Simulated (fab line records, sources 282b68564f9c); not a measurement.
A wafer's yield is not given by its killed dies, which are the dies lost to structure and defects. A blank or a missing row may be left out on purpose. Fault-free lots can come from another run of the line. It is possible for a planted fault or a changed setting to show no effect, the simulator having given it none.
Problem report in the 8D (eight disciplines) form, filled by code -- flow ritCmos -- the parts of the form that need people (team, actions taken, sign-off) are left out

== 1. WHAT IS WRONG ==
Wafers free of any fault read 149.2 nm (standard deviation 1.6) for ACTIVE_NITRIDE_THK at RIT_ACTIVE_THK_MEAS_04, against a mean of 230.8 nm on 6 wafers of 2 lots. That is +51 standard deviations from the usual mean.
The first sign was on wafer L952.1 at day 2 04:43, on filmMetro-01. Wafers with a number at this step in the record: 42, from 14 lots. Rule for "out" (also "out of limits"): further than 4 standard deviations from the usual mean. The other wafers with a number count as sound.

== 2. WHAT IT IS, WHAT IT ISN'T ==
question,is,is not
which readings at this step,ACTIVE_NITRIDE_THK,-
which lots,"L952, L954","L949, L951, L955, L963, L965, L966, L967, L968, L969, L970, L971, L972"
which wafers of those lots,all that have a number,-
read on which gauges,filmMetro-01,"filmMetro-02, filmMetro-04"
when,from day 2 04:43,"up to then (6 sound wafers); but 30 sound wafers of L955, L963, L965, L966, L967, L968, L969, L970, L971, L972 came after"

== 3. SUSPECTS, AND WHAT RULES EACH OUT ==
Counting: a tool at a process step up to the reading stays a suspect if it ran every lot that is out and no sound lot after the first of them.
- the gauge at RIT_ACTIVE_THK_MEAS_04: kept. All the wafers that are out were read on filmMetro-01, and no step on other tools shows them out.
- lpcvd-01 at RIT_ACTIVE_CVD_03 (deposits Si3N4 from SiH2Cl2/NH3, target thk 150 nm, time 1500 s): ruled out as a lasting fault. Sound lots L968, L970, L972 ran on it after its first lot that is out, L952 (day 2 03:18).
The count leaves filmMetro-01 at RIT_ACTIVE_THK_MEAS_04.

== 4. THE CAUSE (what the simulator had put in) ==
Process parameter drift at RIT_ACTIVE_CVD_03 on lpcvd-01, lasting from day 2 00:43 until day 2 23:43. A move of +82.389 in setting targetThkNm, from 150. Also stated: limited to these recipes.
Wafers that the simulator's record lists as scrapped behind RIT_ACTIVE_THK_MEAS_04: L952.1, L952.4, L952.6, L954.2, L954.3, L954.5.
The count ruled it out by mistake, since the rule takes a fault to strike every lot its tool runs from the start of the fault on, and this one did not do so.

== 5. SEQUENCE OF EFFECTS, ordered by route ==
Each row: a reading whose mean over the struck wafers that have a number lies more than 3 standard deviations from the usual. Readings are gone through only where the record gives a usual standard deviation; hours: the median, over the lots, of the time from a lot's start at the first step in this table giving one to that lot's start at this step; sigmas: the change measured in usual standard deviations.
hours,step,reading,usual,on struck wafers,change,sigmas
0,RIT_ACTIVE_THK_MEAS_04,ACTIVE_NITRIDE_THK,149.2 nm,230.8,+81.6,+51

== 6. HOW IT WOULD HAVE BEEN CAUGHT EARLIER ==
4 hours passed between the start of the fault at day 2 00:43 and the first reading out of limits at a measuring or inspecting step in this record, taken at day 2 04:43.
No tool reading at RIT_ACTIVE_CVD_03 that has a usual standard deviation in the record was out on any struck wafer, so an alarm limit of 4 standard deviations on those readings would not have fired.
